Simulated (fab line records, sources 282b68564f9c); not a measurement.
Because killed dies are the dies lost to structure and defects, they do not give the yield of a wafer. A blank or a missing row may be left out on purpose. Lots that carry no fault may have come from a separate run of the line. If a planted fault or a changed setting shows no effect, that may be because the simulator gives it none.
The tool behind it: which one? :: flow ritCmos :: route of 202 steps, sampled at 1 step: 15 lots, 45 wafers

WHAT THE GAUGES READ, wafer by wafer
Not one reading of a measure or inspect step in the record can be checked against a usual standard deviation.

WHAT TOOL EACH LOT RAN ON (gives the tool, then ch and the chambers of the sampled wafers, and finally the start)
lot: L498
RIT_ACTIVE_ETCH_13: rieDiel-03 ch 0,3, day 1 14:43

lot: L499
RIT_ACTIVE_ETCH_13: rieDiel-01 ch 0,1, day 1 19:50

lot: L500
RIT_ACTIVE_ETCH_13: rieDiel-02 ch 1,3, day 2 00:43

lot: L501
RIT_ACTIVE_ETCH_13: rieDiel-03 ch 0,2,3, day 2 05:50

lot: L502
RIT_ACTIVE_ETCH_13: rieDiel-01 ch 0,2,3, day 2 10:43

lot: L503
RIT_ACTIVE_ETCH_13: rieDiel-01 ch 0,2,3, day 2 15:43

lot: L504
RIT_ACTIVE_ETCH_13: rieDiel-03 ch 0,1,2, day 2 20:43

lot: L508
RIT_ACTIVE_ETCH_13: rieDiel-01 ch 1,3, day 3 16:50

lot: L509
RIT_ACTIVE_ETCH_13: rieDiel-01 ch 0,2,3, day 3 21:50

lot: L510
RIT_ACTIVE_ETCH_13: rieDiel-03 ch 0,1,3, day 4 02:43

lot: L512
RIT_ACTIVE_ETCH_13: rieDiel-01 ch 0,1,2, day 4 13:47

lot: L514
RIT_ACTIVE_ETCH_13: rieDiel-03 ch 1,2,3, day 4 22:50

lot: L515
RIT_ACTIVE_ETCH_13: rieDiel-02 ch 0,1,3, day 5 04:22

lot: L518
RIT_ACTIVE_ETCH_13: rieDiel-03 ch 1,2,3, day 5 19:46

lot: L521
RIT_ACTIVE_ETCH_13: rieDiel-03 ch 2,3, day 6 09:43
- RIT_ACTIVE_ETCH_13: etches Si3N4 in SF6, stops on SiO2, time 210 s, target depth 210 nm.

WHAT THE TOOLS THEMSELVES READ (means of the sampled wafers that have a number; where no wafer has one, the mark that the record gives instead)
RIT_ACTIVE_ETCH_13. Usual: SF6_flow_sccm 200.1 sccm, standard deviation 0.62; drypumpMotorCurrentA 5.8 A, standard deviation 0.47; oesProductAu 0.814 a.u., standard deviation 0.011; rfFwdPowerW 124.6 W, standard deviation 0.4; throttleValvePct 7.42 %, standard deviation 0.085.
lot: L498
tool: rieDiel-03
SF6_flow_sccm (sccm): 200.0
drypumpMotorCurrentA (A): 6.0
oesProductAu (a.u.): 0.818
rfFwdPowerW (W): 124.8
throttleValvePct (%): 7.47
flag: 

lot: L499
tool: rieDiel-01
SF6_flow_sccm (sccm): 199.6
drypumpMotorCurrentA (A): 5.6
oesProductAu (a.u.): 0.818
rfFwdPowerW (W): 124.6
throttleValvePct (%): 7.44
flag: 

lot: L500
tool: rieDiel-02
SF6_flow_sccm (sccm): 199.7
drypumpMotorCurrentA (A): 5.1
oesProductAu (a.u.): 0.805
rfFwdPowerW (W): 124.7
throttleValvePct (%): 7.47
flag: 

lot: L501
tool: rieDiel-03
SF6_flow_sccm (sccm): 200.4
drypumpMotorCurrentA (A): 5.9
oesProductAu (a.u.): 0.817
rfFwdPowerW (W): 124.4
throttleValvePct (%): 7.43
flag: 

lot: L502
tool: rieDiel-01
SF6_flow_sccm (sccm): 199.5
drypumpMotorCurrentA (A): 6.0
oesProductAu (a.u.): 0.811
rfFwdPowerW (W): 125.1
throttleValvePct (%): 7.47
flag: 

lot: L503
tool: rieDiel-01
SF6_flow_sccm (sccm): 200.2
drypumpMotorCurrentA (A): 6.0
oesProductAu (a.u.): 0.818
rfFwdPowerW (W): 124.8
throttleValvePct (%): 7.47
flag: 

lot: L504
tool: rieDiel-03
SF6_flow_sccm (sccm): 200.1
drypumpMotorCurrentA (A): 6.3
oesProductAu (a.u.): 0.829
rfFwdPowerW (W): 125.0
throttleValvePct (%): 7.39
flag: 

lot: L508
tool: rieDiel-01
SF6_flow_sccm (sccm): 199.9
drypumpMotorCurrentA (A): 5.6
oesProductAu (a.u.): 0.826
rfFwdPowerW (W): 104.3
throttleValvePct (%): 7.38
flag: OFF

lot: L509
tool: rieDiel-01
SF6_flow_sccm (sccm): 199.9
drypumpMotorCurrentA (A): 6.0
oesProductAu (a.u.): 0.806
rfFwdPowerW (W): 104.7
throttleValvePct (%): 7.47
flag: OFF

lot: L510
tool: rieDiel-03
SF6_flow_sccm (sccm): 200.1
drypumpMotorCurrentA (A): 6.2
oesProductAu (a.u.): 0.817
rfFwdPowerW (W): 125.0
throttleValvePct (%): 7.43
flag: 

lot: L512
tool: rieDiel-01
SF6_flow_sccm (sccm): 199.8
drypumpMotorCurrentA (A): 5.7
oesProductAu (a.u.): 0.807
rfFwdPowerW (W): 104.8
throttleValvePct (%): 7.43
flag: OFF

lot: L514
tool: rieDiel-03
SF6_flow_sccm (sccm): 200.2
drypumpMotorCurrentA (A): 6.0
oesProductAu (a.u.): 0.821
rfFwdPowerW (W): 124.3
throttleValvePct (%): 7.39
flag: 

lot: L515
tool: rieDiel-02
SF6_flow_sccm (sccm): 200.3
drypumpMotorCurrentA (A): 5.2
oesProductAu (a.u.): 0.813
rfFwdPowerW (W): 124.5
throttleValvePct (%): 7.42
flag: 

lot: L518
tool: rieDiel-03
SF6_flow_sccm (sccm): 200.8
drypumpMotorCurrentA (A): 6.1
oesProductAu (a.u.): 0.811
rfFwdPowerW (W): 124.6
throttleValvePct (%): 7.39
flag: 

lot: L521
tool: rieDiel-03
SF6_flow_sccm (sccm): 199.4
drypumpMotorCurrentA (A): 5.8
oesProductAu (a.u.): 0.816
rfFwdPowerW (W): 124.7
throttleValvePct (%): 7.44
flag: 

THE ANSWER, worked out from the rows above alone
Rule: lot off if the mean of its wafers having a number is beyond 3 standard deviations from the usual mean. A lot without any number at a reading at which 4 lots or more have one is off too. Where the step has rows for the other lots, those lots are counted as sound. First the gauges in route order, then the tools' own readings, where a lot's mean is used as printed above. At the first step where some lot is off, the reading lying furthest off is the one used; lots without a number count as furthest.
Off: L508, L509, L512, at RIT_ACTIVE_ETCH_13 (rfFwdPowerW).
If a tool, at that step or one of the process steps before it, ran each lot that is off and ran no sound lot following the first of them, it fits. One fits: RIT_ACTIVE_ETCH_13 on rieDiel-01. Its last sound lot is L503 (day 2 15:43), its first lot that is off L508 (day 3 16:50): a fault that began between those two fits.
On the lots that are off, the tool's own readings at RIT_ACTIVE_ETCH_13 differ by more than 5 times the standard deviation of the sound lots' means, which bears it out; rfFwdPowerW reads 104.6 W there versus 124.7 W on the sound lots.

WHAT THE SIMULATOR PUT IN
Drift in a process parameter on rieDiel-01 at RIT_ACTIVE_ETCH_13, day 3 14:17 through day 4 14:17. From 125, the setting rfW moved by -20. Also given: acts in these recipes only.
Shown lots that were struck: L508, L509, L512. The rule given above showed the same thing.
